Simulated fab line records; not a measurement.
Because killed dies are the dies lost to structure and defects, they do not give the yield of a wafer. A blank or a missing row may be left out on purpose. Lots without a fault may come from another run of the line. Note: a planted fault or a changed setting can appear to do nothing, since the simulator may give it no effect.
fab line records	flow rit-cmos
[record] lots = 7	wafers = 21	last-day = 7
route steps=202 shown PLDD@159 NLDD@160 SILICIDE@161 CONTACT@168 M1@202
lots with no fault: from the same line, run without faults
start-h: hours from the record's opening day to when the first of the lot's shown wafers began	wait-h: hours elapsed since this lot's preceding step	" the same as in the row above	L1.1+2: one row covering several wafers at once	- no value present, or no start provided	* or withheld: withheld	< > ~ a bound
route shown NAME@n: names a module that has steps shown in the file, with the first one's number in the route	usual: mean/standard deviation of fault-free wafers	same: alike in all rows	chamber/n: place in a boat	sites: each site's reading	_std_site: the values' standard deviation	_edge_site: mean of outer sites minus mean of inner sites	radius-mm: for every site, how far away it sits from the centre of the wafer	mask NAME#n: copy n	behind: the most recent tool/chamber to have shaped the wafer	hold: reason for holding the lot/hours on hold/outcome of the hold	device: transistor that didn't switch, given as n, p or np	end of line: the same wafers' tests at the end of the route	where a step has no rows: the recipe by itself	killed: the dies lost at the first sort to structure and to defects; this is not the yield of the wafer	map: a wafer's dies, marking killed ones x, the rest . and places with no die _
set.NAME: the setting the step ran with; set.NAME@STEP: the setting that earlier step ran with	model.NAME: the simulator's own value behind a step, which no gauge read
a table for each step, a row for each wafer; lots at some steps of the route
services: when a tool's chamber went out of use (start-h, in hours from the record's first day, below 0 if earlier), for how many hours, and the reason
[[steps]]
[step RIT_SDANNEAL_RS_MEAS_06]
[recipe] thk-meas-gauge = four-point-probe
[usual] PLDD_RS = 178.2/0.44
lot.wafer	tool	chamber	start-h	wait-h	PLDD_RS[ohm/sq]
L271.1	film-metro-01	-	111.92	0.1	178.6
L271.2	"	-	"	"	178.0
L271.6	"	-	"	"	177.7
L276.1	film-metro-04	-	133.58	0.1	177.6
L276.2	"	-	"	"	177.6
L276.3	"	-	"	"	178.1
L278.3	film-metro-03	-	142.69	0.1	177.7
L278.4	"	-	"	"	178.1
L278.5	"	-	"	"	178.1
L279.3	film-metro-04	-	144.35	0.1	178.9
L279.4	"	-	"	"	177.5
L279.5	"	-	"	"	178.1
L280.4	film-metro-04	-	148.65	0.1	178.4
L280.5	"	-	"	"	178.6
L280.6	"	-	"	"	178.4
L281.2	film-metro-01	-	156.27	0.1	178.1
L281.4	"	-	"	"	177.9
L281.5	"	-	"	"	178.3
L282.1	film-metro-04	-	164.28	0.1	178.6
L282.2	"	-	"	"	178.3
L282.4	"	-	"	"	178.5
[step RIT_SDANNEAL_RS_MEAS_07]
[recipe] thk-meas-gauge = four-point-probe
[usual] NLDD_RS = 151.5/0.55
lot.wafer	tool	chamber	start-h	wait-h	NLDD_RS[ohm/sq]
L271.1	film-metro-01	-	112.04	0.1	151.4
L271.2	"	-	"	"	151.6
L271.6	"	-	"	"	151.4
L276.1	film-metro-04	-	133.70	0.1	150.8
L276.2	"	-	"	"	151.8
L276.3	"	-	"	"	151.7
L278.3	film-metro-03	-	142.81	0.1	150.8
L278.4	"	-	"	"	150.7
L278.5	"	-	"	"	150.8
L279.3	film-metro-04	-	144.47	0.1	151.8
L279.4	"	-	"	"	152.2
L279.5	"	-	"	"	152.1
L280.4	film-metro-04	-	148.77	0.1	151.7
L280.5	"	-	"	"	151.5
L280.6	"	-	"	"	152.4
L281.2	film-metro-01	-	156.39	0.1	151.1
L281.4	"	-	"	"	151.8
L281.5	"	-	"	"	151.3
L282.1	film-metro-04	-	164.40	0.1	151.7
L282.2	"	-	"	"	152.1
L282.4	"	-	"	"	152.4
[step RIT_SILICIDE_WET_ETCH_00]
[recipe] chemistry = BOE	target = SiO2	target-depth-nm = 14	time-s = 15	dry = n2-spin	dilution = 10:1	temp-c = 21.5
[step RIT_SILICIDE_SPUTTER_01]
[recipe] material = Ti	target-thk-nm = 30	power-w = 337.5	chamber-pressure-pa = 0.667	gas = Ar	time-s = 240	substrate-temp-c = 25
[usual] throttle-valve-pct = 30.2/1.5
lot.wafer	tool	chamber	start-h	wait-h	throttle-valve-pct
L271.1	pvd-sputter-02	-	112.18	0.0	29.5
L271.2	"	-	"	"	27.9
L271.6	"	-	"	"	32.3
L276.1	pvd-sputter-01	-	133.84	0.0	29.6
L276.2	"	-	"	"	30.1
L276.3	"	-	"	"	31.8
L278.3	pvd-sputter-01	-	142.90	0.0	30.3
L278.4	"	-	"	"	30.3
L278.5	"	-	"	"	28.4
L279.3	pvd-sputter-03	-	144.56	0.0	31.7
L279.4	"	-	"	"	29.8
L279.5	"	-	"	"	27.7
L280.4	pvd-sputter-01	-	148.85	0.0	31.8
L280.5	"	-	"	"	31.4
L280.6	"	-	"	"	30.0
L281.2	pvd-sputter-02	-	156.50	0.0	32.0
L281.4	"	-	"	"	29.6
L281.5	"	-	"	"	32.1
L282.1	pvd-sputter-01	-	164.54	0.0	30.0
L282.2	"	-	"	"	30.5
L282.4	"	-	"	"	28.6
[step RIT_SILICIDE_RS_MEAS_02]
[recipe] thk-meas-gauge = four-point-probe	reads = Ti_of_SILICIDE_SPUTTER_01
[usual] SILICIDE_TI_RS = 50.3/0.82
lot.wafer	tool	chamber	start-h	wait-h	SILICIDE_TI_RS[ohm/sq]
L271.1	film-metro-02	-	112.33	0.1	50.0
L271.2	"	-	"	"	49.6
L271.6	"	-	"	"	49.4
L276.1	film-metro-04	-	133.99	0.1	50.6
L276.2	"	-	"	"	50.5
L276.3	"	-	"	"	50.4
L278.3	film-metro-01	-	143.09	0.1	51.4
L278.4	"	-	"	"	50.3
L278.5	"	-	"	"	51.0
L279.3	film-metro-01	-	144.75	0.1	50.0
L279.4	"	-	"	"	49.7
L279.5	"	-	"	"	49.5
L280.4	film-metro-01	-	149.06	0.1	51.1
L280.5	"	-	"	"	51.1
L280.6	"	-	"	"	51.5
L281.2	film-metro-04	-	156.67	0.1	50.1
L281.4	"	-	"	"	50.7
L281.5	"	-	"	"	50.1
L282.1	film-metro-02	-	164.69	0.1	51.7
L282.2	"	-	"	"	51.8
L282.4	"	-	"	"	51.4
[step RIT_SILICIDE_THK_MEAS_03]
[recipe] thk-meas-gauge = xrf	reads = Ti_of_SILICIDE_SPUTTER_01
[usual] SILICIDE_TI_THK = 28.7/0.36
lot.wafer	tool	chamber	start-h	wait-h	SILICIDE_TI_THK[nm]
L271.1	film-metro-02	-	112.45	0.1	28.9
L271.2	"	-	"	"	29.0
L271.6	"	-	"	"	29.1
L276.1	film-metro-04	-	134.11	0.1	28.5
L276.2	"	-	"	"	28.5
L276.3	"	-	"	"	28.5
L278.3	film-metro-01	-	143.19	0.1	28.1
L278.4	"	-	"	"	28.8
L278.5	"	-	"	"	28.4
L279.3	film-metro-01	-	144.85	0.1	28.8
L279.4	"	-	"	"	29.0
L279.5	"	-	"	"	29.1
L280.4	film-metro-01	-	149.15	0.1	28.4
L280.5	"	-	"	"	28.4
L280.6	"	-	"	"	28.2
L281.2	film-metro-04	-	156.78	0.1	28.8
L281.4	"	-	"	"	28.5
L281.5	"	-	"	"	28.8
L282.1	film-metro-02	-	164.81	0.1	28.2
L282.2	"	-	"	"	28.3
L282.4	"	-	"	"	28.5
[step RIT_SILICIDE_RTA_04]
[recipe] temp-c = 650	time-s = 10	idle-temp-c = 25	ramp-up-s = 5	ramp-down-s = 5	cool-to-c = 25	ambient = N2
[usual] chamber-o2-ppm = 2.001/0.021	wafer_temp_C_max = 653.6/0.72
lot.wafer	tool	chamber	start-h	wait-h	chamber-o2-ppm	wafer_temp_C_max
L271.1	rtp-anneal-01	0	112.51	0.1	1.970	652.6
L271.2	"	0	"	"	2.016	653.4
L271.6	"	0	"	"	2.007	653.6
L276.1	rtp-anneal-02	0	134.17	0.1	1.972	653.9
L276.2	"	0	"	"	2.011	654.4
L276.3	"	0	"	"	1.940	652.6
L278.3	rtp-anneal-02	0	143.25	0.1	2.011	652.9
L278.4	"	0	"	"	2.021	653.5
L278.5	"	0	"	"	2.025	654.2
L279.3	rtp-anneal-01	0	144.91	0.1	2.023	653.1
L279.4	"	0	"	"	1.986	654.2
L279.5	"	0	"	"	1.994	653.2
L280.4	rtp-anneal-01	0	149.21	0.1	1.971	653.6
L280.5	"	0	"	"	1.980	652.5
L280.6	"	0	"	"	1.978	653.0
L281.2	rtp-anneal-01	0	156.84	0.1	2.023	652.8
L281.4	"	0	"	"	2.009	653.6
L281.5	"	0	"	"	2.030	653.3
L282.1	rtp-anneal-02	0	164.87	0.1	2.027	653.0
L282.2	"	0	"	"	2.000	652.9
L282.4	"	0	"	"	2.068	653.8
[step RIT_SILICIDE_WET_ETCH_05]
[recipe] chemistry = SPM	target = Ti	temp-c = 90	time-s = 120	dry = n2-spin
[step RIT_SILICIDE_RTA_06]
[recipe] temp-c = 750	time-s = 10	idle-temp-c = 25	ramp-up-s = 5	ramp-down-s = 10	cool-to-c = 25	ambient = N2
[usual] chamber-o2-ppm = 2.004/0.021	wafer_temp_C_max = 754.2/0.79
lot.wafer	tool	chamber	start-h	wait-h	chamber-o2-ppm	wafer_temp_C_max
L271.1	rtp-anneal-02	0	112.68	0.0	1.992	754.4
L271.2	"	0	"	"	1.974	754.1
L271.6	"	0	"	"	2.024	753.7
L276.1	rtp-anneal-01	0	134.28	0.0	1.988	754.8
L276.2	"	0	"	"	2.011	754.7
L276.3	"	0	"	"	2.024	753.7
L278.3	rtp-anneal-01	0	143.37	0.0	2.023	753.1
L278.4	"	0	"	"	2.000	753.6
L278.5	"	0	"	"	2.005	753.6
L279.3	rtp-anneal-02	0	145.03	0.0	2.032	753.5
L279.4	"	0	"	"	2.025	753.7
L279.5	"	0	"	"	2.015	755.7
L280.4	rtp-anneal-01	0	149.32	0.0	2.041	753.4
L280.5	"	0	"	"	2.014	753.4
L280.6	"	0	"	"	1.992	754.7
L281.2	rtp-anneal-02	0	156.95	0.0	1.985	753.6
L281.4	"	0	"	"	2.005	753.3
L281.5	"	0	"	"	2.025	753.4
L282.1	rtp-anneal-01	0	164.98	0.0	1.991	755.8
L282.2	"	0	"	"	2.000	754.1
L282.4	"	0	"	"	1.975	754.9
[step RIT_CONTACT_CVD_00]
[recipe] material = SiO2	target-thk-nm = 400	precursor = TEOS	temp-c = 390	time-s = 61	rf-w = 400
[usual] heater-power-w = 325/52
lot.wafer	tool	chamber	start-h	wait-h	heater-power-w
L271.1	pecvd-02	2	112.75	0.1	324
L271.2	"	0	"	"	219
L271.6	"	0	"	"	241
L276.1	pecvd-03	1	134.35	0.1	385
L276.2	"	0	"	"	339
L276.3	"	2	"	"	242
L278.3	pecvd-04	1	143.41	0.0	422
L278.4	"	1	"	"	433
L278.5	"	0	"	"	374
L279.3	pecvd-03	1	145.07	0.0	353
L279.4	"	2	"	"	213
L279.5	"	1	"	"	361
L280.4	pecvd-02	0	149.38	0.0	272
L280.5	"	1	"	"	312
L280.6	"	2	"	"	370
L281.2	pecvd-04	0	157.01	0.0	298
L281.4	"	0	"	"	323
L281.5	"	2	"	"	333
L282.1	pecvd-02	0	165.04	0.1	282
L282.2	"	1	"	"	341
L282.4	"	2	"	"	374
[step RIT_CONTACT_THK_MEAS_01]
[recipe] reads = SiO2_of_CONTACT_CVD_00
[usual] CONTACT_TEOS_THK = 399/4.8
lot.wafer	tool	chamber	start-h	wait-h	CONTACT_TEOS_THK[nm]
L271.1	film-metro-03	-	112.82	0.1	397
L271.2	"	-	"	"	389
L271.6	"	-	"	"	404
L276.1	film-metro-03	-	134.40	0.0	398
L276.2	"	-	"	"	404
L276.3	"	-	"	"	402
L278.3	film-metro-02	-	143.48	0.0	396
L278.4	"	-	"	"	403
L278.5	"	-	"	"	399
L279.3	film-metro-03	-	145.14	0.0	396
L279.4	"	-	"	"	401
L279.5	"	-	"	"	400
L280.4	film-metro-03	-	149.44	0.0	408
L280.5	"	-	"	"	408
L280.6	"	-	"	"	405
L281.2	film-metro-01	-	157.07	0.0	400
L281.4	"	-	"	"	406
L281.5	"	-	"	"	407
L282.1	film-metro-01	-	165.09	0.0	398
L282.2	"	-	"	"	403
L282.4	"	-	"	"	399
[step RIT_CONTACT_HMDS_02]
[recipe] prime-time-s = 60	prime-temp-c = 140
[step RIT_CONTACT_COAT_03]
[recipe] resist = NOVOLAK	spin-rpm = 3250	resist-thk-nm = 1000
[usual] chill-plate-temp-C = 23.00/0.11	dispense-pressure-kPa = 53/3
lot.wafer	tool	chamber	start-h	wait-h	chill-plate-temp-C	dispense-pressure-kPa
L271.1	litho-track-03	0	113.03	0.1	22.97	50
L271.2	"	0	"	"	23.03	50
L271.6	"	0	"	"	22.88	50
L276.1	litho-track-03	0	134.75	0.1	22.82	50
L276.2	"	0	"	"	22.80	50
L276.3	"	0	"	"	22.91	50
L278.3	litho-track-04	0	143.72	0.1	23.10	55
L278.4	"	0	"	"	23.10	55
L278.5	"	0	"	"	23.01	55
L279.3	litho-track-01	-	145.38	0.1	-	-
L279.4	"	-	"	"	-	-
L279.5	"	-	"	"	-	-
L280.4	litho-track-03	-	149.69	0.1	-	-
L280.5	"	-	"	"	-	-
L280.6	"	-	"	"	-	-
L281.2	litho-track-01	-	157.29	0.1	-	-
L281.4	"	-	"	"	-	-
L281.5	"	-	"	"	-	-
L282.1	litho-track-03	0	165.30	0.1	22.82	50
L282.2	"	0	"	"	22.80	50
L282.4	"	0	"	"	23.05	50
[step RIT_CONTACT_SOFTBAKE_04]
[recipe] resist = NOVOLAK	temp-c = 90	time-s = 60
[step RIT_CONTACT_EXPOSE_05]
[recipe] mask-id = M11	na = 0.6	source-shape = conventional	sigma-outer = 0.5	target-cd-nm = 1000	dose-mj = 250
[step RIT_CONTACT_PEB_06]
[recipe] resist = NOVOLAK	temp-c = withheld	time-s = withheld
[step RIT_CONTACT_DEVELOP_07]
[recipe] resist = NOVOLAK	develop-time-s = 120	dev-temp-c = 23
[step RIT_CONTACT_CD_MEAS_08]
[recipe] target-cd-nm = 1000
[usual] cd-nm = 1000.6/2.4
lot.wafer	tool	chamber	start-h	wait-h	cd-nm
L271.1	cd-sem-01	-	113.97	-	1003.3
L271.2	"	-	"	"	1001.2
L271.6	"	-	"	"	1001.9
L276.1	cd-sem-02	-	135.57	-	999.9
L276.2	"	-	"	"	999.4
L276.3	"	-	"	"	1002.5
L278.3	cd-sem-01	-	144.65	-	999.6
L278.4	"	-	"	"	999.3
L278.5	"	-	"	"	1002.2
L279.3	cd-sem-02	-	146.31	-	-
L279.4	"	-	"	"	-
L279.5	"	-	"	"	-
L280.4	cd-sem-01	-	150.62	-	-
L280.5	"	-	"	"	-
L280.6	"	-	"	"	-
L281.2	cd-sem-01	-	158.10	-	-
L281.4	"	-	"	"	-
L281.5	"	-	"	"	-
L282.1	cd-sem-01	-	166.12	-	1001.0
L282.2	"	-	"	"	998.3
L282.4	"	-	"	"	1001.5
[step RIT_CONTACT_OVL_MEAS_09]
[usual] CONTACT_OVL = 0.1/1.4
lot.wafer	tool	chamber	start-h	wait-h	CONTACT_OVL[nm]
L271.1	overlay-01	-	114.09	0.1	-0.6
L271.2	"	-	"	"	1.2
L271.6	"	-	"	"	-0.1
L276.1	overlay-01	-	135.69	0.1	0.1
L276.2	"	-	"	"	0.0
L276.3	"	-	"	"	-1.6
L278.3	overlay-01	-	144.74	0.1	-0.6
L278.4	"	-	"	"	-0.6
L278.5	"	-	"	"	-3.3
L279.3	overlay-02	-	146.40	0.1	-
L279.4	"	-	"	"	-
L279.5	"	-	"	"	-
L280.4	overlay-02	-	150.70	0.1	-
L280.5	"	-	"	"	-
L280.6	"	-	"	"	-
L281.2	overlay-02	-	158.21	0.1	-
L281.4	"	-	"	"	-
L281.5	"	-	"	"	-
L282.1	overlay-01	-	166.24	0.1	-0.8
L282.2	"	-	"	"	0.3
L282.4	"	-	"	"	1.2
[step RIT_M1_PROBE_99]
[usual] killed-at-contacts = 0.0/0.16	killed-at-front-end = 7.5/2.8	killed-dies = 7.6/2.9	killed-on-rim = 2.1/1.4	killed-open = 3.7/2	killed-short = 3.8/2
[same] gross-dies = 264	killed_at_M0_to_M3 = 0	killed_at_M4_up = 0	killed-at-back-side = 0	killed-at-other = 0
lot.wafer	tool	chamber	start-h	wait-h	killed-at-contacts	killed-at-front-end	killed-dies	killed-on-rim	killed-open	killed-short
L271.1	prober-01	-	119.29	0.1	0	6	6	4	2	4
L271.2	prober-01	-	119.34	0.1	0	5	5	1	2	3
L271.6	prober-01	-	119.54	0.2	0	7	7	2	4	3
L276.1	prober-01	-	141.14	0.1	0	3	3	2	2	1
L276.2	prober-01	-	141.19	0.1	0	6	6	3	5	1
L276.3	prober-01	-	141.24	0.2	0	0	0	0	0	0
L278.3	prober-01	-	150.03	0.2	0	7	7	2	4	3
L278.4	prober-01	-	150.08	0.2	0	3	3	1	1	2
L278.5	prober-01	-	150.13	0.2	0	9	9	3	6	3
L279.3	prober-02	-	151.56	0.2	252	12	264	70	7	5
L279.4	prober-02	-	151.61	0.2	255	9	264	70	5	4
L279.5	prober-02	-	151.66	0.2	254	10	264	70	4	6
L280.4	prober-01	-	155.99	0.2	260	4	264	70	1	3
L280.5	prober-01	-	156.04	0.2	259	5	264	70	2	3
L280.6	prober-01	-	156.09	0.2	258	6	264	70	3	3
L281.2	prober-02	-	163.29	0.1	256	8	264	70	5	3
L281.4	prober-02	-	163.39	0.2	255	9	264	70	6	3
L281.5	prober-02	-	163.44	0.2	256	8	264	70	3	5
L282.1	prober-01	-	171.44	0.1	0	9	9	5	5	3
L282.2	prober-01	-	171.49	0.1	0	7	7	2	2	5
L282.4	prober-01	-	171.59	0.2	0	5	5	2	3	1
// killed by level:class
L271.1 GATE:geometric-particle:open=2 REOX:geometric-particle:short=2 GATE:geometric-particle:short=1 SPACER:geometric-particle:short=1
L271.2 GATE:geometric-particle:open=1 REOX:geometric-particle:short=1 SPACER:geometric-particle:short=1 SILICIDE:geometric-particle:short=1 SILICIDE:geometric-particle:open=1
L271.6 FOX1:geometric-particle:short=1 FOX2:geometric-particle:open=1 SPACER:geometric-particle:open=1 REOX:geometric-particle:open=1 SPACER:geometric-particle:short=1 SILICIDE:geometric-particle:short=1 SILICIDE:geometric-particle:open=1
L276.1 GATE:geometric-particle:open=2 REOX:geometric-particle:short=1
L276.2 REOX:geometric-particle:open=2 SPACER:geometric-particle:open=2 GATE:geometric-particle:open=1 SPACER:geometric-particle:short=1
L278.3 GATE:geometric-particle:short=3 GATE:geometric-particle:open=2 FOX1:geometric-particle:open=1 SILICIDE:geometric-particle:open=1
L278.4 FOX2:geometric-particle:open=1 REOX:geometric-particle:short=1 SILICIDE:geometric-particle:short=1
L278.5 GATE:geometric-particle:short=2 GATE:geometric-particle:open=2 REOX:geometric-particle:open=2 FOX1:geometric-particle:open=1 SILICIDE:geometric-particle:open=1 SILICIDE:geometric-particle:short=1
L279.3 CONTACT:area-expose=252 FOX1:geometric-particle:open=2 GATE:geometric-particle:open=2 SPACER:geometric-particle:open=2 SILICIDE:geometric-particle:short=2 FOX2:geometric-particle:short=1 GATE:geometric-particle:short=1 REOX:geometric-particle:open=1
L279.4 CONTACT:area-expose=255 GATE:geometric-particle:open=2 GATE:geometric-particle:short=2 REOX:geometric-particle:open=2 FOX2:geometric-particle:short=1 REOX:geometric-particle:short=1 SILICIDE:geometric-particle:open=1
L279.5 CONTACT:area-expose=254 GATE:geometric-particle:open=3 FOX2:geometric-particle:short=2 SPACER:geometric-particle:short=2 FOX1:geometric-particle:open=1 FOX1:geometric-particle:short=1 SILICIDE:geometric-particle:short=1
L280.4 CONTACT:area-expose=260 REOX:geometric-particle:short=3 GATE:geometric-particle:open=1
L280.5 CONTACT:area-expose=259 FOX2:geometric-particle:open=1 FOX2:geometric-particle:short=1 GATE:geometric-particle:open=1 GATE:geometric-particle:short=1 REOX:geometric-particle:short=1
L280.6 CONTACT:area-expose=258 GATE:geometric-particle:short=2 SILICIDE:geometric-particle:open=1 GATE:geometric-particle:open=1 REOX:geometric-particle:open=1 SPACER:geometric-particle:short=1
L281.2 CONTACT:area-expose=256 REOX:geometric-particle:open=4 GATE:geometric-particle:short=2 FOX1:geometric-particle:open=1 REOX:geometric-particle:short=1
L281.4 CONTACT:area-expose=255 GATE:geometric-particle:open=2 REOX:geometric-particle:open=2 SPACER:geometric-particle:open=2 FOX2:geometric-particle:short=1 GATE:geometric-particle:short=1 REOX:geometric-particle:short=1
L281.5 CONTACT:area-expose=256 GATE:geometric-particle:short=2 SILICIDE:geometric-particle:short=2 FOX2:geometric-particle:open=1 REOX:geometric-particle:short=1 REOX:geometric-particle:open=1 SILICIDE:geometric-particle:open=1
L282.1 GATE:geometric-particle:short=2 REOX:geometric-particle:open=2 SPACER:geometric-particle:open=2 GATE:geometric-particle:open=1 REOX:geometric-particle:short=1 NRETRO:coat-microbubble-printed=1
L282.2 GATE:geometric-particle:short=2 FOX1:geometric-particle:short=1 FOX2:geometric-particle:short=1 GATE:geometric-particle:open=1 SPACER:geometric-particle:short=1 SPACER:geometric-particle:open=1
L282.4 FOX1:geometric-particle:open=1 FOX2:geometric-particle:short=1 GATE:geometric-particle:open=1 SILICIDE:geometric-particle:open=1 NRETRO:coat-microbubble-printed=1
// map L279.3 (x killed, . not)
________xxxxxxx_______
_____xxxxxxxxxxxxx____
____xxxxxxxxxxxxxxx___
___xxxxxxxxxxxxxxxxx__
__xxxxxxxxxxxxxxxxxxx_
__xxxxxxxxxxxxxxxxxxx_
_xxxxxxxxxxxxxxxxxxxxx
_xxxxxxxxxxxxxxxxxxxxx
_xxxxxxxxxxxxxxxxxxxxx
_xxxxxxxxxxxxxxxxxxxxx
__xxxxxxxxxxxxxxxxxxx_
__xxxxxxxxxxxxxxxxxxx_
___xxxxxxxxxxxxxxxxx__
____xxxxxxxxxxxxxxx___
_____xxxxxxxxxxxxx____
________xxxxxxx_______
// map L280.4 (x killed, . not)
________xxxxxxx_______
_____xxxxxxxxxxxxx____
____xxxxxxxxxxxxxxx___
___xxxxxxxxxxxxxxxxx__
__xxxxxxxxxxxxxxxxxxx_
__xxxxxxxxxxxxxxxxxxx_
_xxxxxxxxxxxxxxxxxxxxx
_xxxxxxxxxxxxxxxxxxxxx
_xxxxxxxxxxxxxxxxxxxxx
_xxxxxxxxxxxxxxxxxxxxx
__xxxxxxxxxxxxxxxxxxx_
__xxxxxxxxxxxxxxxxxxx_
___xxxxxxxxxxxxxxxxx__
____xxxxxxxxxxxxxxx___
_____xxxxxxxxxxxxx____
________xxxxxxx_______
[[services]]
tool	chamber	start-h	hours	kind
pecvd-02	1	111.42	8.2	repair
rtp-anneal-02	-	147.55	5.6	pm
pvd-sputter-01	-	159.17	0.6	repair
pecvd-03	-	163.08	2.4	repair
[[key]]
[first-sign] step = RIT_CONTACT_COAT_03	reading = tool-record	direction = missing
[effect] step = RIT_CONTACT_CD_MEAS_08	reading = cd-nm	direction = missing
[effect] step = RIT_CONTACT_OVL_MEAS_09	reading = CONTACT_OVL	direction = missing
[effect] step = RIT_M1_PROBE_99	reading = killed-at-contacts	direction = up	sigmas = 99+	usual = 0.0	struck = 256.1
[more-kills-born-at] RIT_CONTACT_EXPOSE_05@iline-stepper-02 = 1544	RIT_CONTACT_EXPOSE_05@iline-stepper-01 = 761
met-at RIT_CONTACT_COAT_03
struck-wafers L279.3,L279.4,L279.5,L280.4,L280.5,L280.6,L281.2,L281.4,L281.5
later-rows-left-out L279.3,L279.4,L279.5,L280.4,L280.5,L280.6,L281.2,L281.4,L281.5
tester-left-out L279,L280,L281
onset-between 134.75 145.38
[fault] kind = skipped-step-whole	tool = litho-track-01,litho-track-03	chamber = -	onset-h = 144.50	steps = RIT_CONTACT_COAT_03	scope = struck-lots-only
// tester-left-out: of these lots the tester's yield and bins aren't shown, on N5 and GAA mostly nor the transistor test; their killed dies are dies lost to structure and defects alone, not to doping, threshold or leakage, so they don't give the yield
// later-rows-left-out: the simulator's readings of these wafers behind a module that went badly wrong aren't trusted and aren't shown, but for the sort
